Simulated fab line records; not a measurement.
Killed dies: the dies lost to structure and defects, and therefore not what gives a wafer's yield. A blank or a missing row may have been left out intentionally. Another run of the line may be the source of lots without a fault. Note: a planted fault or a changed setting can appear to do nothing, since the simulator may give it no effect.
The same fault as seen by 2 desks -- flow rit cmos -- numbers are kept per desk, each desk with only its own; the story behind them comes last

== THE TOOL OWNER'S DESK: pvd sputter-02 ==
The tool's own readings at RIT_M1_SPUTTER_00 (material Al, target thk 400 nm, time 500 s): means of the sampled wafers that have a number, for each lot that ran on this tool. Marked OUT: a lot whose mean sits more than 4 standard deviations from the usual mean, which makes it out of limits; the brackets give that distance.
Columns: A = cathode dc power W at RIT_M1_SPUTTER_00, usual 2000.0 W; B = throttle valve pct at RIT_M1_SPUTTER_00, usual 30.2 %
lot,first seen here,A,B
L257,day 4 00:50,2000.2,29.7
L261,day 4 19:14,2000.2,29.7
L263,day 5 12:29,1999.7,29.8
L265,day 5 17:29,2000.3,30.5
L267,day 6 04:34,2000.0,29.9
L269,day 6 09:33,2000.1,30.3
L275,day 7 16:03,2000.0,29.7
This desk's verdict: no lot among the 7 shows anything out of limits.

== THE METROLOGY DESK ==
What the gauges read, lot by lot, whatever tool the lot ran on: means of the sampled wafers that have a number. Marked OUT: a lot whose mean sits more than 4 standard deviations from the usual mean, which makes it out of limits; the brackets give that distance.
Columns: A = PSD_TW at RIT_PSD_TW_MEAS_10, usual 3362; B = cd nm at RIT_CONTACT_CD_MEAS_08, usual 1000.4 nm; C = cd nm at RIT_CONTACT_CD_MEAS_90, usual 1000.3 nm; D = M1_AL_RS at RIT_M1_RS_MEAS_01, usual 0.0734 ohm/sq; E = M1_AL_THK at RIT_M1_THK_MEAS_02, usual 400 nm
lot,first seen here,A,B,C,D,E
L254,day 3 04:33,3335,998.4,998.8,0.0737,400
L256,day 3 18:02,3343,1001.5,1001.3,0.0723,409
L257,day 3 20:58,3358,995.6,995.4,0.0739,395
L258,day 4 01:48,3346,1000.9,1000.8,0.0723,406
L260,day 4 10:37,3408,999.5,999.9,0.0724,407
L261,day 4 15:23,3354,1000.6,1000.6,0.0741,400
L262,day 4 23:48,3320,999.9,999.7,0.0730,401
L263,day 5 08:19,3415,999.0,999.0,0.0736,398
L265,day 5 13:33,3376,999.3,999.5,0.0740,393
L266,day 5 19:51,3426,999.3,998.9,0.0725,405
L267,day 6 00:29,3344,1004.2,1004.2,0.0742,399
L269,day 6 05:40,3377,1002.7,1002.7,0.0731,403
L275,day 7 12:09,3347,1004.6,1004.5,0.1031 (+31) OUT,327 (-13) OUT
This desk reports L275 out of limits; the earliest was L275 at day 7 16:20 (M1_AL_RS at RIT_M1_RS_MEAS_01). Within limits: L254, L256, L257, L258, L260, L261, L262, L263, L265, L266, L267, L269.

== ALL TOGETHER ==
At day 7 16:20 the metrology desk could have sounded an alarm, on L275.
The desk of the tool owner found nothing out of limits.
On record at the tool owner's desk: L275, within its limits.
Every lot named ran RIT_M1_SPUTTER_00 on pvd sputter-02.

== WHAT HAD BEEN PUT IN BY THE SIMULATOR ==
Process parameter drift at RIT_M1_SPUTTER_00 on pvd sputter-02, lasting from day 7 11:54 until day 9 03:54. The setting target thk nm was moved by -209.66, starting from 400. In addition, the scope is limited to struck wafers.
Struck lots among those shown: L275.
Time in hours between the start of the fault and the first out-of-limits reading at each desk: metrology desk, 4.
